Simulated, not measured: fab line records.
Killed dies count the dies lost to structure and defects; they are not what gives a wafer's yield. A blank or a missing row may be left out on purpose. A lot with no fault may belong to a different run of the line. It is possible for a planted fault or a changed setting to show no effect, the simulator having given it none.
What tool caused it? | flow berkeley-cmos170 | 42 wafers from 14 lots sampled at 4 of the route's 331 steps

WHAT EACH GAUGE READ, for each wafer
UCB170_PWELL_OVL_MEAS_13. Usual: PWELL_OVL -1 nm, standard deviation 5.5.
lot  | measured    | on         | PWELL_OVL (nm) | flag
L902 | day 3 10:46 | overlay-02 | 4 -1 7         |
L904 | day 3 18:13 | overlay-01 | -12 -1 -11     |
L903 | day 3 18:19 | overlay-02 | 7 -1 6         |
L905 | day 3 23:20 | overlay-02 | 0 1 3          |
L907 | day 4 05:40 | overlay-02 | -1 0 -3        |
L910 | day 4 23:43 | overlay-02 | 3 7 9          |
L911 | day 4 23:59 | overlay-01 | 7 1 2          |
L916 | day 6 08:58 | overlay-01 | -6 -10 -8      |
L915 | day 6 09:14 | overlay-01 | -3 4 -2        |
L917 | day 6 11:17 | overlay-01 | -5 -1 -13      |
L920 | day 7 01:32 | overlay-01 | -2 -5 -11      |
L921 | day 7 01:48 | overlay-01 | 8 -2 -2        |
L922 | day 7 03:51 | overlay-02 | 0 0 -2         |
L924 | day 7 09:37 | overlay-02 | -6 3 -5        |

UCB170_NLDD_OVL_MEAS_07. Usual: NLDD_OVL -2 nm, standard deviation 6.5.
lot  | measured     | on         | NLDD_OVL (nm) | flag
L902 | day 6 23:22  | overlay-02 | 3 9 10        |
L904 | day 7 11:24  | overlay-02 | -11 4 -13     |
L903 | day 6 23:09  | overlay-01 | 5 2 -3        |
L905 | day 7 11:08  | overlay-01 | -8 1 -7       |
L907 | day 7 18:16  | overlay-01 | 4 -4 6        |
L910 | day 8 01:51  | overlay-02 | -10 -8 2      |
L911 | day 8 02:08  | overlay-02 | -7 -3 -13     |
L916 | day 9 13:45  | overlay-01 | 1 5 0         |
L915 | day 9 14:14  | overlay-02 | 7 4 14        |
L917 | day 9 14:29  | overlay-02 | 2 5 -9        |
L920 | day 10 08:04 | overlay-01 | -2 -11 -13    |
L921 | day 10 08:37 | overlay-01 | -15 -7 -4     |
L922 | day 10 08:19 | overlay-01 | -1 3 -5       |
L924 | day 10 19:35 | overlay-02 | -4 7 2        |

EACH LOT AND THE TOOL THAT RAN IT (in order: tool; ch and the chambers of the sampled wafers; start)
lot  | UCB170_ACTIVE_ETCH_15             | UCB170_PVT_IMPLANT_07
L902 | rie-diel-02 ch 0,1,3, day 4 14:26 | implanter-04 ch 0, day 6 13:05
L904 | rie-diel-01 ch 0,1,3, day 5 01:19 | implanter-04 ch 0, day 6 18:26
L903 | rie-diel-03 ch 2,3, day 5 01:04   | implanter-04 ch 0, day 6 13:29
L905 | rie-diel-03 ch 0,1,3, day 5 11:13 | implanter-03 ch 0, day 6 18:22
L907 | rie-diel-03 ch 1,2,3, day 5 22:59 | implanter-03 ch 0, day 7 03:29
L910 | rie-diel-03 ch 0,1,2, day 6 03:52 | implanter-04 ch 0, day 7 09:05
L911 | rie-diel-02 ch 1,2,3, day 6 04:10 | implanter-02 ch 0, day 7 09:23
L916 | rie-diel-02 ch 1,3, day 7 10:13   | implanter-04 ch 0, day 8 19:10
L915 | rie-diel-03 ch 0,3, day 7 11:02   | implanter-04 ch 0, day 8 21:20
L917 | rie-diel-01 ch 0,1, day 7 11:19   | implanter-03 ch 0, day 8 21:16
L920 | rie-diel-03 ch 1,2,3, day 7 23:59 | implanter-02 ch 0, day 9 13:09
L921 | rie-diel-03 ch 2,3, day 8 05:25   | implanter-02 ch 0, day 9 18:04
L922 | rie-diel-01 ch 0,1,3, day 8 05:38 | implanter-02 ch 0, day 9 17:40
L924 | rie-diel-02 ch 0,1,2, day 8 14:57 | implanter-02 ch 0, day 10 02:28
- UCB170_ACTIVE_ETCH_15: etches Si3N4 in CH3F/Ar/O2, stops on SiO2, target depth 242 nm, time 151 s.
- UCB170_PVT_IMPLANT_07

AS READ BY THE TOOLS THEMSELVES (means over the sampled wafers that have a number; for cases with no such wafer, the mark the record gives instead)
UCB170_ACTIVE_ETCH_15. Usual: O2_flow_sccm 7.001 sccm, standard deviation 0.02; drypump-motor-current-A 5.7 A, standard deviation 0.34; oes-product-au 0.942 a.u., standard deviation 0.013; throttle-valve-pct 8.13 %, standard deviation 0.15.
lot  | tool        | O2_flow_sccm (sccm) | drypump-motor-current-A (A) | oes-product-au (a.u.) | throttle-valve-pct (%) | flag
L902 | rie-diel-02 | 6.990               | 5.7                         | 0.929                 | 8.12                   |
L904 | rie-diel-01 | 6.987               | 5.8                         | 0.944                 | 8.15                   |
L903 | rie-diel-03 | 6.989               | 5.5                         | 0.951                 | 8.22                   |
L905 | rie-diel-03 | 7.010               | 5.6                         | 0.942                 | 8.17                   |
L907 | rie-diel-03 | 6.999               | 5.5                         | 0.944                 | 8.12                   |
L910 | rie-diel-03 | 7.003               | 5.7                         | 0.932                 | 8.05                   |
L911 | rie-diel-02 | 6.986               | 5.8                         | 0.946                 | 8.13                   |
L916 | rie-diel-02 | 7.014               | 5.9                         | 0.929                 | 8.02                   |
L915 | rie-diel-03 | 6.993               | 5.8                         | 0.925                 | 8.21                   |
L917 | rie-diel-01 | 6.999               | 6.1                         | 0.947                 | 8.02                   |
L920 | rie-diel-03 | 7.005               | 5.5                         | 0.947                 | 8.11                   |
L921 | rie-diel-03 | 6.992               | 5.6                         | 0.950                 | 8.11                   |
L922 | rie-diel-01 | 7.018               | 5.8                         | 0.950                 | 8.16                   |
L924 | rie-diel-02 | 7.001               | 5.6                         | 0.946                 | 8.24                   |

UCB170_PVT_IMPLANT_07. Usual: tilt-deg 6.999 degrees, standard deviation 0.019.
lot  | tool         | tilt-deg (degrees) | flag
L902 | implanter-04 | 6.983              |
L904 | implanter-04 | 6.998              |
L903 | implanter-04 | 7.026              |
L905 | implanter-03 | 6.992              |
L907 | implanter-03 | 6.997              |
L910 | implanter-04 | 7.005              |
L911 | implanter-02 | 6.993              |
L916 | implanter-04 | 5.598              | OFF
L915 | implanter-04 | 5.562              | OFF
L917 | implanter-03 | 6.984              |
L920 | implanter-02 | 6.997              |
L921 | implanter-02 | 6.982              |
L922 | implanter-02 | 6.985              |
L924 | implanter-02 | 6.995              |

THE ANSWER, worked out from the rows above alone
Rule: take the mean of a lot's wafers that have a number; if it is more than 3 standard deviations from the usual mean, the lot is off. Also off: a lot with no number at a reading for which 4 or more lots have one. Where the step has rows for the other lots, those lots are counted as sound. First the gauges in route order, then the tools' own readings, where a lot's mean is used as printed above. At the first step where some lot is off, the reading lying furthest off is the one used; lots without a number count as furthest.
Off at UCB170_PVT_IMPLANT_07 (tilt-deg): L916, L915.
If a tool, at that step or one of the process steps before it, ran each lot that is off and ran no sound lot following the first of them, it fits. One fits: UCB170_PVT_IMPLANT_07 on implanter-04. A fault onset in the window from L910 (day 7 09:05, its last sound lot) to L916 (day 8 19:10, its first lot off) fits.
The tool's own readings at UCB170_PVT_IMPLANT_07 bear it out: on the lots that are off they differ by more than 5 times the standard deviation of the sound lots' means. tilt-deg reads 5.580 degrees there against 6.995 degrees on the sound lots.

WHAT THE SIMULATOR HAD INSERTED
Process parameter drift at UCB170_PVT_IMPLANT_07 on implanter-04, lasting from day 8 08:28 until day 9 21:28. A move of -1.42 in setting tilt-deg, from 7. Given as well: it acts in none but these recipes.
Lots struck among those shown: L916, L915. The same result came from the rule above.
